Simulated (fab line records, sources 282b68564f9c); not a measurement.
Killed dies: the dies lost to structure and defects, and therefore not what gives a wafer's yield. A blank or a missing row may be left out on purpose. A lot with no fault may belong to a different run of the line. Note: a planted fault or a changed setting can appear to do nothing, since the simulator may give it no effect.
Commonality check across tools + flow rit cmos + 14 lots, 48 wafers sampled

REASON FOR OPENING
2 of 14 lots carry a flag on the reading PSD_RS at RIT_SDANNEAL_RS_MEAS_04. Wafers without a fault read 115.58 ohm/sq, standard deviation 0.29.
Rule: a lot is flagged in two cases, either no wafer of it has a number, or all its wafers with numbers fall more than 4 standard deviations from that mean. All remaining lots are regarded as sound.

| lot  | measured    | on            | PSD_RS (ohm/sq), wafer by wafer     | flag    |
|------|-------------|---------------|-------------------------------------|---------|
| L568 | day 3 08:23 | film metro-04 | 115.38 115.60 115.03                |         |
| L569 | day 3 13:48 | film metro-02 | 115.79 115.68 115.89                |         |
| L570 | day 3 18:11 | film metro-02 | 115.50 115.73 115.57                |         |
| L571 | day 4 02:04 | film metro-01 | 115.37 115.62 115.39                |         |
| L573 | day 4 09:44 | film metro-02 | 115.22 115.25 115.53                |         |
| L574 | day 4 12:23 | film metro-02 | 115.54 115.61 115.57                |         |
| L576 | day 4 23:28 | film metro-02 | 115.59 115.26 115.34                |         |
| L579 | day 5 13:34 | film metro-04 | 116.49 115.85 115.54                |         |
| L581 | day 5 20:55 | film metro-01 | 116.32 116.26 115.86                |         |
| L584 | day 6 14:13 | film metro-02 | 72.17 72.44 72.61 72.40 72.58 72.34 | FLAGGED |
| L586 | day 7 01:17 | film metro-04 | 72.39 72.10 71.91 72.36 72.11 71.76 | FLAGGED |
| L587 | day 7 04:07 | film metro-02 | 115.73 115.42 115.64                |         |
| L589 | day 7 16:50 | film metro-04 | 115.45 115.64 115.78                |         |
| L591 | day 8 01:52 | film metro-01 | 115.40 115.15 115.22                |         |
Flagged lots average 72.26 ohm/sq: -43.32 ohm/sq relative to the usual, that is -99 or more standard deviations.

LOT BY LOT: THE TOOL USED
Before the reading, the record contains 2 process steps out of a 202-step route. In each cell: the tool, then ch and the chambers that the sampled wafers went through, then the start.
| lot  | flag    | RIT_GATE_STRIP_20                   | RIT_SDANNEAL_RTA_03             |
|------|---------|-------------------------------------|---------------------------------|
| L568 |         | plasma asher-02 ch 0, day 2 16:29   | rtp anneal-01 ch 0, day 3 08:20 |
| L569 |         | plasma asher-03 ch 0,1, day 2 22:10 | rtp anneal-02 ch 0, day 3 13:44 |
| L570 |         | plasma asher-02 ch 0,1, day 3 05:38 | rtp anneal-01 ch 0, day 3 18:07 |
| L571 |         | plasma asher-03 ch 0,1, day 3 12:27 | rtp anneal-02 ch 0, day 4 02:01 |
| L573 |         | plasma asher-01 ch 1, day 3 21:26   | rtp anneal-02 ch 0, day 4 09:40 |
| L574 |         | plasma asher-01 ch 0,1, day 4 00:13 | rtp anneal-01 ch 0, day 4 12:19 |
| L576 |         | plasma asher-01 ch 0,1, day 4 11:00 | rtp anneal-01 ch 0, day 4 23:23 |
| L579 |         | plasma asher-01 ch 1, day 4 23:59   | rtp anneal-02 ch 0, day 5 13:31 |
| L581 |         | plasma asher-02 ch 0,1, day 5 08:03 | rtp anneal-02 ch 0, day 5 20:51 |
| L584 | FLAGGED | plasma asher-03 ch 0,1, day 6 00:38 | rtp anneal-01 ch 0, day 6 14:09 |
| L586 | FLAGGED | plasma asher-01 ch 0,1, day 6 13:05 | rtp anneal-01 ch 0, day 7 01:13 |
| L587 |         | plasma asher-03 ch 0,1, day 6 15:33 | rtp anneal-02 ch 0, day 7 04:00 |
| L589 |         | plasma asher-02 ch 0, day 7 02:50   | rtp anneal-02 ch 0, day 7 16:46 |
| L591 |         | plasma asher-01 ch 0,1, day 7 12:41 | rtp anneal-02 ch 0, day 8 01:49 |
What these steps do:
- RIT_GATE_STRIP_20: strips in O2, time 180 s.
- RIT_SDANNEAL_RTA_03: time 5 s.
- RIT_SDANNEAL_RS_MEAS_04: measures by four-point-probe.

FLAGGED OVER TOTAL, TOOL BY TOOL (the gauges that took the reading come last)
| step                    | tool            | lots run | flagged | share of the flagged lots | sound lots run after its first flagged lot |
|-------------------------|-----------------|----------|---------|---------------------------|--------------------------------------------|
| RIT_GATE_STRIP_20       | plasma asher-01 | 6        | 1       | some                      | 1 (L591)                                   |
| RIT_GATE_STRIP_20       | plasma asher-02 | 4        | 0       | none                      | -                                          |
| RIT_GATE_STRIP_20       | plasma asher-03 | 4        | 1       | some                      | 1 (L587)                                   |
| RIT_SDANNEAL_RTA_03     | rtp anneal-01   | 6        | 2       | all                       | 0                                          |
| RIT_SDANNEAL_RTA_03     | rtp anneal-02   | 8        | 0       | none                      | -                                          |
| RIT_SDANNEAL_RS_MEAS_04 | film metro-01   | 3        | 0       | none                      | -                                          |
| RIT_SDANNEAL_RS_MEAS_04 | film metro-02   | 7        | 1       | some                      | 1 (L587)                                   |
| RIT_SDANNEAL_RS_MEAS_04 | film metro-04   | 4        | 1       | some                      | 1 (L589)                                   |

WHAT THE TABLE PERMITS
All flagged lots share 1 row of the table, namely rtp anneal-01 at RIT_SDANNEAL_RTA_03.
- rtp anneal-01 at RIT_SDANNEAL_RTA_03 ran 6 lots, 2 of them flagged. A fault beginning between L576 (day 4 23:23), its last sound lot, and L584 (day 6 14:09), its first flagged one, fits the data.
What remains is a single tool, rtp anneal-01 at RIT_SDANNEAL_RTA_03.

WHAT THE SIMULATOR HAD PUT IN
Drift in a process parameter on rtp anneal-01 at RIT_SDANNEAL_RTA_03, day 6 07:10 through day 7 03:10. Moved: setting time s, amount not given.
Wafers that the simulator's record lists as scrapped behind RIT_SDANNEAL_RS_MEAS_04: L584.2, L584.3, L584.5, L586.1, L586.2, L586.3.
Shown lots that were struck: L584, L586. The rule above reached the same finding.
